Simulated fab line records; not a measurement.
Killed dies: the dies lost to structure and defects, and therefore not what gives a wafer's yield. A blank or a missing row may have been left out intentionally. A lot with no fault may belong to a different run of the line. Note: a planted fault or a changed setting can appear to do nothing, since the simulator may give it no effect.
Shared-tool check :: flow berkeley-cmos170 :: 14 lots and 42 wafers in the sample

REASON FOR OPENING
On 2 of the 14 lots, a flag is raised at UCB170_NSD_CD_MEAS_06 on the reading cd-nm. No-fault wafers: 1199.8 nm, standard deviation 1.5.
Rule: flag the lot when none of its wafers has a number, or when each of its wafers that has one lies beyond 4 standard deviations from that mean. As for the other lots, they are considered sound.

lot: L975
measured: day 7 14:28
on: cd-sem-01
cd-nm (nm), wafer by wafer: 1199.1 1200.4 1198.9
flag: 

lot: L976
measured: day 7 14:46
on: cd-sem-01
cd-nm (nm), wafer by wafer: 1197.3 1197.4 1198.0
flag: 

lot: L977
measured: day 8 07:06
on: cd-sem-02
cd-nm (nm), wafer by wafer: 1202.4 1200.8 1202.1
flag: 

lot: L979
measured: day 8 07:25
on: cd-sem-01
cd-nm (nm), wafer by wafer: 1197.7 1199.1 1198.8
flag: 

lot: L980
measured: day 8 17:07
on: cd-sem-02
cd-nm (nm), wafer by wafer: 1198.4 1199.7 1200.1
flag: 

lot: L981
measured: day 8 17:49
on: cd-sem-01
cd-nm (nm), wafer by wafer: 1200.0 1199.8 1201.4
flag: 

lot: L983
measured: day 9 07:56
on: cd-sem-02
cd-nm (nm), wafer by wafer: 1199.7 1199.5 1200.4
flag: 

lot: L986
measured: day 9 17:04
on: cd-sem-02
cd-nm (nm), wafer by wafer: 1207.1 1207.9 1207.0
flag: FLAGGED

lot: L985
measured: day 9 17:23
on: cd-sem-01
cd-nm (nm), wafer by wafer: 1207.8 1208.8 1211.0
flag: FLAGGED

lot: L987
measured: day 10 02:06
on: cd-sem-01
cd-nm (nm), wafer by wafer: 1197.9 1197.7 1199.6
flag: 

lot: L991
measured: day 10 16:59
on: cd-sem-02
cd-nm (nm), wafer by wafer: 1200.1 1202.6 1201.0
flag: 

lot: L990
measured: day 10 18:00
on: cd-sem-01
cd-nm (nm), wafer by wafer: 1198.1 1198.2 1198.3
flag: 

lot: L995
measured: day 11 04:37
on: cd-sem-01
cd-nm (nm), wafer by wafer: 1202.4 1200.7 1200.7
flag: 

lot: L997
measured: day 12 04:20
on: cd-sem-01
cd-nm (nm), wafer by wafer: 1201.0 1199.8 1201.3
flag: 
On average the flagged lots' numbers are 1208.3 nm, which is +8.5 nm against the usual, or +6 standard deviations.

EACH LOT AND THE TOOL IT RAN ON
The record keeps 1 process step preceding the reading, out of 331 steps on the route. Read each cell as the tool, then ch plus the chambers that the sampled wafers visited, then the start.
lot: L975
flag: 
UCB170_NSD_PEB_04: litho-track-01 ch 0, day 7 14:00

lot: L976
flag: 
UCB170_NSD_PEB_04: litho-track-01 ch 0, day 7 14:29

lot: L977
flag: 
UCB170_NSD_PEB_04: litho-track-04 ch 0, day 8 06:50

lot: L979
flag: 
UCB170_NSD_PEB_04: litho-track-04 ch 0, day 8 07:05

lot: L980
flag: 
UCB170_NSD_PEB_04: litho-track-03 ch 0, day 8 16:50

lot: L981
flag: 
UCB170_NSD_PEB_04: litho-track-01 ch 0, day 8 17:32

lot: L983
flag: 
UCB170_NSD_PEB_04: litho-track-04 ch 0, day 9 07:40

lot: L986
flag: FLAGGED
UCB170_NSD_PEB_04: litho-track-03 ch 0, day 9 16:47

lot: L985
flag: FLAGGED
UCB170_NSD_PEB_04: litho-track-03 ch 0, day 9 17:07

lot: L987
flag: 
UCB170_NSD_PEB_04: litho-track-01 ch 0, day 10 01:49

lot: L991
flag: 
UCB170_NSD_PEB_04: litho-track-04 ch 0, day 10 16:42

lot: L990
flag: 
UCB170_NSD_PEB_04: litho-track-04 ch 0, day 10 17:44

lot: L995
flag: 
UCB170_NSD_PEB_04: litho-track-04 ch 0, day 11 04:20

lot: L997
flag: 
UCB170_NSD_PEB_04: litho-track-04 ch 0, day 12 04:03
What is done by these steps:
- UCB170_NSD_PEB_04
- UCB170_NSD_CD_MEAS_06: target cd 1200 nm.

FLAGGED AGAINST TOTAL, ONE TOOL AT A TIME (gauges that did the reading follow at the end)
step: UCB170_NSD_PEB_04
tool: litho-track-01
lots run: 4
flagged: 0
share of the flagged lots: none
sound lots run after its first flagged lot: -

step: UCB170_NSD_PEB_04
tool: litho-track-03
lots run: 3
flagged: 2
share of the flagged lots: all
sound lots run after its first flagged lot: 0

step: UCB170_NSD_PEB_04
tool: litho-track-04
lots run: 7
flagged: 0
share of the flagged lots: none
sound lots run after its first flagged lot: -

step: UCB170_NSD_CD_MEAS_06
tool: cd-sem-01
lots run: 9
flagged: 1
share of the flagged lots: some
sound lots run after its first flagged lot: 4 (L987,L990,L995,L997)

step: UCB170_NSD_CD_MEAS_06
tool: cd-sem-02
lots run: 5
flagged: 1
share of the flagged lots: some
sound lots run after its first flagged lot: 1 (L991)

WHAT THE TABLE ALLOWS
1 row of the table ran every flagged lot: litho-track-03 at UCB170_NSD_PEB_04.
- litho-track-03 at UCB170_NSD_PEB_04: 2 of its 3 lots flagged. A fault beginning between L980 (day 8 16:50), its last sound lot, and L986 (day 9 16:47), its first flagged one, fits the data.
What remains is a single tool, litho-track-03 at UCB170_NSD_PEB_04.

WHAT THE SIMULATOR PUT IN
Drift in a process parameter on litho-track-03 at UCB170_NSD_PEB_04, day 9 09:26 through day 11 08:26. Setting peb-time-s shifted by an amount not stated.
Lots struck among those shown: L986, L985. Same finding as the rule above.
